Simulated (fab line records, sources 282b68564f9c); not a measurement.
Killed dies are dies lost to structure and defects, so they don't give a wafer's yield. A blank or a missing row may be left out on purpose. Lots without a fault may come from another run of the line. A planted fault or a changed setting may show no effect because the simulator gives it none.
Which tool did it? | flow rit_cmos | 12 lots, 36 wafers sampled, at 2 steps of a route of 202

WHAT THE GAUGES READ, wafer by wafer
The record holds no reading of a measuring or inspecting step that can be judged against a usual standard deviation.

WHICH TOOL RAN EACH LOT (tool, then ch and the chambers of the sampled wafers, then the start)
lot  | RIT_PWELL_IMPLANT_08           | RIT_M1_PROBE_99
L157 | implanter-02 ch 0, day 2 00:39 | prober-02, day 3 13:52
L158 | implanter-02 ch 0, day 2 08:19 | prober-01, day 4 00:20
L160 | implanter-04 ch 0, day 2 13:56 | prober-01, day 4 07:01
L168 | implanter-03 ch 0, day 4 10:35 | prober-01, day 5 23:28
L169 | implanter-03 ch 0, day 4 16:11 | prober-02, day 6 03:59
L172 | implanter-02 ch 0, day 5 04:40 | prober-01, day 6 15:50
L174 | implanter-04 ch 0, day 5 15:19 | prober-01, day 7 04:01
L175 | implanter-02 ch 0, day 5 20:43 | prober-02, day 7 10:16
L176 | implanter-02 ch 0, day 6 00:43 | prober-01, day 7 13:28
L177 | implanter-04 ch 0, day 6 07:01 | prober-02, day 7 20:28
L179 | implanter-02 ch 0, day 6 15:10 | prober-02, day 8 04:49
L180 | implanter-02 ch 0, day 6 17:57 | prober-01, day 8 06:13
- RIT_PWELL_IMPLANT_08
- RIT_M1_PROBE_99

WHAT THE TOOLS THEMSELVES READ (means of the sampled wafers that have a number; where no wafer has one, the mark that the record gives instead)
RIT_PWELL_IMPLANT_08. Usual: beam_energy_keV 170.00, standard deviation 0.054.
lot  | tool         | beam_energy_keV | flag
L157 | implanter-02 | 170.07          |
L158 | implanter-02 | 170.07          |
L160 | implanter-04 | 169.94          |
L168 | implanter-03 | 174.56          | OFF
L169 | implanter-03 | 174.66          | OFF
L172 | implanter-02 | 169.93          |
L174 | implanter-04 | 170.05          |
L175 | implanter-02 | 169.99          |
L176 | implanter-02 | 169.98          |
L177 | implanter-04 | 169.95          |
L179 | implanter-02 | 169.93          |
L180 | implanter-02 | 170.04          |

RIT_M1_PROBE_99. Usual: killed_at_front_end 7, standard deviation 3; killed_dies 7, standard deviation 3; killed_open 3.2, standard deviation 1.9; killed_short 3.6, standard deviation 2.2.
lot  | tool      | killed_at_front_end | killed_dies | killed_open | killed_short | flag
L157 | prober-02 | 8                   | 8           | 4.0         | 3.7          |
L158 | prober-01 | 7                   | 7           | 2.7         | 3.3          |
L160 | prober-01 | 10                  | 10          | 5.0         | 4.7          |
L168 | prober-01 | 6                   | 6           | 2.7         | 3.3          |
L169 | prober-02 | 9                   | 9           | 3.3         | 6.0          |
L172 | prober-01 | 5                   | 5           | 3.0         | 2.0          |
L174 | prober-01 | 7                   | 7           | 2.3         | 4.3          |
L175 | prober-02 | 10                  | 10          | 5.7         | 4.0          |
L176 | prober-01 | 6                   | 6           | 3.7         | 2.0          |
L177 | prober-02 | 4                   | 4           | 2.3         | 1.7          |
L179 | prober-02 | 5                   | 5           | 2.3         | 3.0          |
L180 | prober-01 | 5                   | 5           | 3.0         | 2.0          |

THE ANSWER, worked out from the rows above alone
Rule: a lot is off if the mean of its wafers that have a number lies more than 3 standard deviations from the usual mean. A lot without any number at a reading at which 4 lots or more have one is off too. The other lots that the step has rows for count as sound. The gauges are gone through in route order, then the tools' own readings, and for those a lot's mean is taken as printed above. The first step at which some lot is off is used, and at that step the reading that is off furthest; a lot without a number counts as furthest.
Off: L168, L169, at RIT_PWELL_IMPLANT_08 (beam_energy_keV).
A tool fits if, at that step or a process step before it, it ran every lot that is off, and no sound lot after the first of them. One fits: implanter-03 at RIT_PWELL_IMPLANT_08. It ran no sound lot before its first lot that is off in this sample, so the start can't be narrowed down.
The tool's own readings at RIT_PWELL_IMPLANT_08 bear it out: on the lots that are off they differ by more than 5 times the standard deviation of the sound lots' means. beam_energy_keV reads 174.61 there against 170.00 on the sound lots.

WHAT THE SIMULATOR HAD PUT IN
Process parameter drift: implanter-03, from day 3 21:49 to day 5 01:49, at RIT_PWELL_IMPLANT_08. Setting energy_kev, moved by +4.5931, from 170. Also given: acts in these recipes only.
Lots struck among those shown: L168, L169. The rule above found the same.
